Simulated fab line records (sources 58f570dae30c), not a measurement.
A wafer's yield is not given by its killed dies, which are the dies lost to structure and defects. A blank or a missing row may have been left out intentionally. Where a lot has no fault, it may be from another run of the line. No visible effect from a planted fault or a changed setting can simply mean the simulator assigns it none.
A sampling plan put to the test | flow berkeley_cmos170 | one fab line, 15 faults that these records tell of, each judged on the records of the lots that it struck; 11 more are left out, because the records don't allow judging them
The plan is the line's own looks: the steps of the route at which a gauge or an inspection reads the wafer and doesn't change it. Where struck wafers have a number at a look and the file lists that look's usual mean and standard deviation on fault-free wafers, the look can be judged. Caught: the struck wafers' mean, at a look after the fault's first step, is 4 or more of those standard deviations (sigma) away from the usual mean. On the tool: the test repeated on the tool's own readings taken at the fault's steps. It also counts as caught if the struck wafers ran another recipe or if their record alone is blank.

## THE FAULTS, as the simulator had put them in
1. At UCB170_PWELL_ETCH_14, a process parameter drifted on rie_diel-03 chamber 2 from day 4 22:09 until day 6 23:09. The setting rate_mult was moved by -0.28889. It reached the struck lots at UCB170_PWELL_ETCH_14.
2. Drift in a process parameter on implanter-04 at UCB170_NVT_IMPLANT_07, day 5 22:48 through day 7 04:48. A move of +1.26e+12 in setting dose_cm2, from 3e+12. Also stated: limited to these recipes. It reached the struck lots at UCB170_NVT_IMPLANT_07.
3. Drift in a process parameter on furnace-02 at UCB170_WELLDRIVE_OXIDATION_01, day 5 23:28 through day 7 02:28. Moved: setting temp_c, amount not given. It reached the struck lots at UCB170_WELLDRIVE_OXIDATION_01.
4. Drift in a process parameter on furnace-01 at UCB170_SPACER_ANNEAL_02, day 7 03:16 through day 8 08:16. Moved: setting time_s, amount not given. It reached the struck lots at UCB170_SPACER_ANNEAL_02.
5. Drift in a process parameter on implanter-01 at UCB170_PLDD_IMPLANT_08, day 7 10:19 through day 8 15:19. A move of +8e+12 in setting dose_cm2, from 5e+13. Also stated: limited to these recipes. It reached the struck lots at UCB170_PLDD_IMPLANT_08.
6. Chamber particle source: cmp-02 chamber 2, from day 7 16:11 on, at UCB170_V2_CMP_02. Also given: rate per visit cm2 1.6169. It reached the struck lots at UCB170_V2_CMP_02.
7. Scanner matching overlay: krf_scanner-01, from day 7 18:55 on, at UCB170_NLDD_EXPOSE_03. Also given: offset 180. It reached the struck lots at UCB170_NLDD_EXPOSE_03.
8. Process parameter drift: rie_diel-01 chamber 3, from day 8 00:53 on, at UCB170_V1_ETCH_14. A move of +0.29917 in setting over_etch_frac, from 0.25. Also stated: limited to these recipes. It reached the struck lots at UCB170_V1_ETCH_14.
9. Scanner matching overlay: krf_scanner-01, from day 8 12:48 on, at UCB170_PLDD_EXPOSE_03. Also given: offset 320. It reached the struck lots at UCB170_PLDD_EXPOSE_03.
10. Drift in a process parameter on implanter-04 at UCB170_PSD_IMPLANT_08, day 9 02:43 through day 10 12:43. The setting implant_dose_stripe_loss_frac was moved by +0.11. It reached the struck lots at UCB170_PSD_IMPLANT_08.
11. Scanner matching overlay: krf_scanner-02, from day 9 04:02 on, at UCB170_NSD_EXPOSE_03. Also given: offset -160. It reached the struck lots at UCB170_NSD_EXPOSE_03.
12. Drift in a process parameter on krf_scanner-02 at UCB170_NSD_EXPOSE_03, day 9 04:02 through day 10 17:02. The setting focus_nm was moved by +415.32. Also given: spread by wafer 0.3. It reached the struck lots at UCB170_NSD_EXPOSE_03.
13. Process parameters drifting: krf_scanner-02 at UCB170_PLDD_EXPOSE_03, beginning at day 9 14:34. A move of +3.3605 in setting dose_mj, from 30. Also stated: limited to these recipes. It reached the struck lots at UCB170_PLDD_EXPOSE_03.
14. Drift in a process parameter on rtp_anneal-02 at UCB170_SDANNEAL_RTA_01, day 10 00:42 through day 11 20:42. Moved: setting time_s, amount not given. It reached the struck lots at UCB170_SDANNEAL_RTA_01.
15. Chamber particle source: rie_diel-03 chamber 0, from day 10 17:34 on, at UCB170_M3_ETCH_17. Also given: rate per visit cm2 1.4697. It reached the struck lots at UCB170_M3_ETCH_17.

## WHAT THE PLAN SAW
fault | on the tool itself                       | first look that catches it                   | reading, sigma           | median hours from its first step to that look | hours from the fault's start to the first struck lot there | judged looks passed uncaught
1     | oes_product_au -11 sigma                 | not the one look that can be judged after it | -                        | -                                             | -                                                          | 1
2     | dose_ions_cm2 +99 or beyond sigma        | UCB170_NVT_TW_MEAS_09                        | NVT_TW +14               | 0.2                                           | 6                                                          | 0
3     | spike_tc_source_C -14 sigma              | UCB170_WELLDRIVE_THK_MEAS_02                 | WELLDRIVE_OXIDE_THK -5.2 | 3.5                                           | 13                                                         | 0
4     | under 2 sigma                            | UCB170_SDANNEAL_RS_MEAS_04                   | PLDD_RS +24              | 7.1                                           | 18                                                         | 0
5     | dose_ions_cm2 +99 or beyond sigma        | UCB170_PLDD_TW_MEAS_11                       | PLDD_TW +4.4             | 0.4                                           | 3                                                          | 0
6     | under 2 sigma                            | no look after it can be judged               | -                        | -                                             | -                                                          | 0
7     | no reading that can be judged            | UCB170_NLDD_OVL_MEAS_07                      | NLDD_OVL +34             | 0.5                                           | 6                                                          | 1
8     | oes_product_au -8.8 sigma                | not the one look that can be judged after it | -                        | -                                             | -                                                          | 1
9     | no reading that can be judged            | UCB170_PLDD_OVL_MEAS_07                      | PLDD_OVL +55             | 0.7                                           | 1                                                          | 0
10    | under 2 sigma                            | UCB170_SDANNEAL_RS_MEAS_02                   | PSD_RS +12               | 4.7                                           | 10                                                         | 1
11    | no reading that can be judged            | UCB170_NSD_OVL_MEAS_07                       | NSD_OVL -25              | 0.7                                           | 4                                                          | 0
12    | exposure_dose_mJ_cm2 -9.6 sigma          | UCB170_NSD_CD_MEAS_06                        | cd_nm +5.4               | 0.4                                           | 19                                                         | 0
13    | exposure_dose_mJ_cm2 +99 or beyond sigma | UCB170_PLDD_CD_MEAS_06                       | cd_nm +13                | 0.8                                           | 3                                                          | 0
14    | under 2 sigma                            | UCB170_SDANNEAL_RS_MEAS_02                   | PSD_RS +99 or beyond     | 0.1                                           | 0                                                          | 0
15    | under 2 sigma                            | no look after it can be judged               | -                        | -                                             | -                                                          | 0
Dash: fault not caught, or number not given in these records.

Caught at a look: 11 of 15. Caught on the tool: 7 of 15. By one or the other: 13 of 15.
Faults caught by the tool alone: 1, 8.
Caught at a look alone: faults 4, 7, 9, 10, 11, 14.
Caught by neither: faults 6, 15.

## THINNER SAMPLING
In the worst case, this is how late the first struck lot would be measured if the look that catches a fault measured only every second or every third lot, by lot number:
fault | struck lots at that look, in order of time | every lot | every second lot | every third lot
2     | L461, L460                                 | 6 h       | 19 h             | may miss all 2
3     | L263, L264                                 | 13 h      | 13 h             | may miss all 2
4     | L642, L640                                 | 18 h      | may miss all 2   | may miss all 2
5     | L304, L307                                 | 3 h       | 13 h             | may miss all 2
7     | L330, L333                                 | 6 h       | 21 h             | may miss all 2
9     | L905, L906, L911                           | 1 h       | 1 h              | may miss all 3
10    | L772, L774                                 | 10 h      | may miss all 2   | may miss all 2
11    | L363, L365, L367                           | 4 h       | may miss all 3   | 26 h
12    | L875                                       | 19 h      | may miss it      | may miss it
13    | L859, L860, L862                           | 3 h       | 3 h              | may miss all 3
14    | L402, L404, L405                           | 0 h       | 19 h             | may miss all 3
Hours: fault start to first struck lot measured. 4 sigma limit: tested on the pooled struck wafers, so a lone lot may be under it. Other struck lots may not be in these records.

## THE LONGEST TIMED WAY FROM STEP TO LOOK
In fault 4, a median of 7.1 hours elapses between UCB170_SPACER_ANNEAL_02 and UCB170_SDANNEAL_RS_MEAS_04. No look between them can be judged.
